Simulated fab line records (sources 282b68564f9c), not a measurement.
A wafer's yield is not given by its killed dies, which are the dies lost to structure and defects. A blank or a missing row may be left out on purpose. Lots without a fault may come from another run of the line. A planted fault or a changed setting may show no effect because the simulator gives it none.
A lot that was struck, set against a sound lot	flow rit-cmos	34 out of 202 route steps
Sound: wafers L926.4, L926.5, L926.6. Wafers struck: L934.2, L934.4, L934.6. Last of all comes the cause.
At each step with rows: each side's tool, then ch and its chambers, then its first start. Under that, the readings that differ: sound wafers	struck wafers	difference of the means	sigmas: that difference in standard deviations of wafers without a fault.
alike: readings with means less than 2 such deviations apart, plus words and numbers identical on both sides. not compared: withheld readings, readings lacking a value on some wafer, bounds such as >300 that could conceal the same value, and numbers that have no deviation in the record and whose values overlap.
The two part at a step that has a row with sigmas, a row that says differs or no value, or rows on one side only. Numbers that don't overlap but have no deviation are shown without sigmas and don't part them. A reading missing from all wafers of one side parts the sides only when that side holds two or more wafers.

first, 2 steps without rows for these wafers: RIT_SPACER_CLEAN_02 (cleans in SC2, time 600 s); RIT_SPACER_CVD_03 (deposits Si3N4 from SiH2Cl2/NH3, target thk 250 nm, time 3300 s).
RIT_SPACER_THK_MEAS_04:
  sound on film-metro-03, day 3 10:50; struck on film-metro-01, day 5 04:34
  alike: SPACER_NITRIDE_THK
RIT_SPACER_ETCHBACK_05: etches Si3N4 in SF6/CHF3, stops on SiO2, target depth 250 nm, time 240 s.
  sound on rie-diel-01 ch 0,2,3, day 3 10:52; struck on rie-diel-04 ch 1,2,3, day 5 04:37
  alike: drypump-motor-current-A, oes-product-au, throttle-valve-pct
  not compared: rf-hours-counter-h
then, 6 steps without rows for these wafers: RIT_NSD_HMDS_00 (prime time 60 s); RIT_NSD_COAT_01 (resist thk 1000 nm); RIT_NSD_SOFTBAKE_02 (time 60 s); RIT_NSD_EXPOSE_03 (exposes mask M9, target cd 40700 nm); RIT_NSD_PEB_04; RIT_NSD_DEVELOP_05 (develop time 50 s).
RIT_NSD_OVL_MEAS_06:
  sound on overlay-02, day 3 11:53; struck on overlay-01, day 5 05:45
reading	sound	struck	difference	sigmas
NSD_OVL (nm)	-2.9 -1.7 -2.8	0.8 0.7 1.7	+3.5	+3
then, 1 step without rows for these wafers: RIT_NSD_HARDBAKE_07 (time 60 s).
RIT_NSD_IMPLANT_08:
  sound on implanter-01 ch 0, day 3 12:08; struck on implanter-01 ch 0, day 5 05:57
reading	sound	struck	difference	sigmas
beam-energy-keV	24.989 24.992 24.986	20.493 20.497 20.494	-4.494	-99 or more
model.implant.rp-nm (nm)	33.41 33.41 33.41	28.21 28.21 28.21	-5.20	
model.implant.drp-nm (nm)	14.84 14.84 14.84	13.16 13.16 13.16	-1.68	
  alike: beam-on-s, end-station-pressure-torr
RIT_NSD_STRIP_09: strips in O2, time 180 s.
  sound on plasma-asher-04 ch 0,1, day 3 12:16; struck on plasma-asher-02 ch 0,1, day 5 06:05
  alike: drypump-motor-current-A
  not compared: rf-hours-counter-h
RIT_NSD_TW_MEAS_10:
  sound on film-metro-03, day 3 12:25; struck on film-metro-03, day 5 06:16
reading	sound	struck	difference	sigmas
NSD_TW	3171 3161 3155	3017 3006 3006	-153	-8
then, 6 steps without rows for these wafers: RIT_PSD_HMDS_00 (prime time 60 s); RIT_PSD_COAT_01 (resist thk 1000 nm); RIT_PSD_SOFTBAKE_02 (time 60 s); RIT_PSD_EXPOSE_03 (exposes mask M10, target cd 40900 nm); RIT_PSD_PEB_04; RIT_PSD_DEVELOP_05 (develop time 50 s).
RIT_PSD_OVL_MEAS_06:
  sound on overlay-02, day 3 13:19; struck on overlay-01, day 5 07:17
  alike: PSD_OVL
then, 2 steps without rows for these wafers: RIT_PSD_HARDBAKE_07 (time 60 s); RIT_PSD_IMPLANT_08.
RIT_PSD_STRIP_09: strips in O2, time 180 s.
  sound on plasma-asher-03 ch 0,1, day 3 13:41; struck on plasma-asher-01 ch 0,1, day 5 07:37
  alike: drypump-motor-current-A
  not compared: rf-hours-counter-h
RIT_PSD_TW_MEAS_10:
  sound on film-metro-02, day 3 13:50; struck on film-metro-04, day 5 07:49
  alike: PSD_TW
then, 3 steps without rows for these wafers: RIT_SDANNEAL_CLEAN_00 (cleans in SC1, time 600 s); RIT_SDANNEAL_CLEAN_01 (cleans in dHF, time 30 s); RIT_SDANNEAL_CLEAN_02 (cleans in SC2, time 600 s).
RIT_SDANNEAL_RTA_03: time 5 s.
  sound on rtp-anneal-02 ch 0, day 3 14:16; struck on rtp-anneal-02 ch 0, day 5 08:16
  alike: anneal-temp-c-max, chamber-o2-ppm, ramp-down-c-per-s, wafer_temp_C_max
RIT_SDANNEAL_RS_MEAS_04: a four-point-probe measurement.
  sound on film-metro-02, day 3 14:21; struck on film-metro-03, day 5 08:23
  alike: PSD_RS
RIT_SDANNEAL_RS_MEAS_05: a four-point-probe measurement.
  sound on film-metro-02, day 3 14:28; struck on film-metro-03, day 5 08:31
reading	sound	struck	difference	sigmas
NSD_RS (ohm/sq)	84.33 84.45 84.52	86.66 86.04 86.39	+1.93	+7
RIT_SDANNEAL_RS_MEAS_06: a four-point-probe measurement.
  sound on film-metro-02, day 3 14:35; struck on film-metro-03, day 5 08:38
  alike: PLDD_RS
RIT_M1_PROBE_99:
  sound on prober-01, day 3 21:46; struck on prober-01, day 5 15:56
reading	sound	struck	difference	sigmas
model.etest.contact-nplus.end-ohm-um	39.61 39.75 40.51	47.26 47.13 48.69	+7.74	
model.etest.nmos_0p15.junction-log10-a-um	-13.67 -13.52 -13.62	-13.21 -13.32 -13.11	+0.39	
model.etest.nmos-narrow.off-log10-a-um	-13.29 -13.21 -13.42	-12.85 -13.13 -12.93	+0.34	
model.etest.nmos_0p3.off-log10-a-um	-13.16 -13.11 -13.14	-12.89 -12.88 -12.92	+0.24	
  alike: killed-at-front-end, killed-dies, killed-open, killed-short

WHERE THEY PART
At RIT_NSD_OVL_MEAS_06 first; at RIT_SDANNEAL_RS_MEAS_05 last (within this record only). Later steps at which nothing parts them and some readings are alike: RIT_SDANNEAL_RS_MEAS_06, RIT_M1_PROBE_99.

WHY: what had been put in by the simulator
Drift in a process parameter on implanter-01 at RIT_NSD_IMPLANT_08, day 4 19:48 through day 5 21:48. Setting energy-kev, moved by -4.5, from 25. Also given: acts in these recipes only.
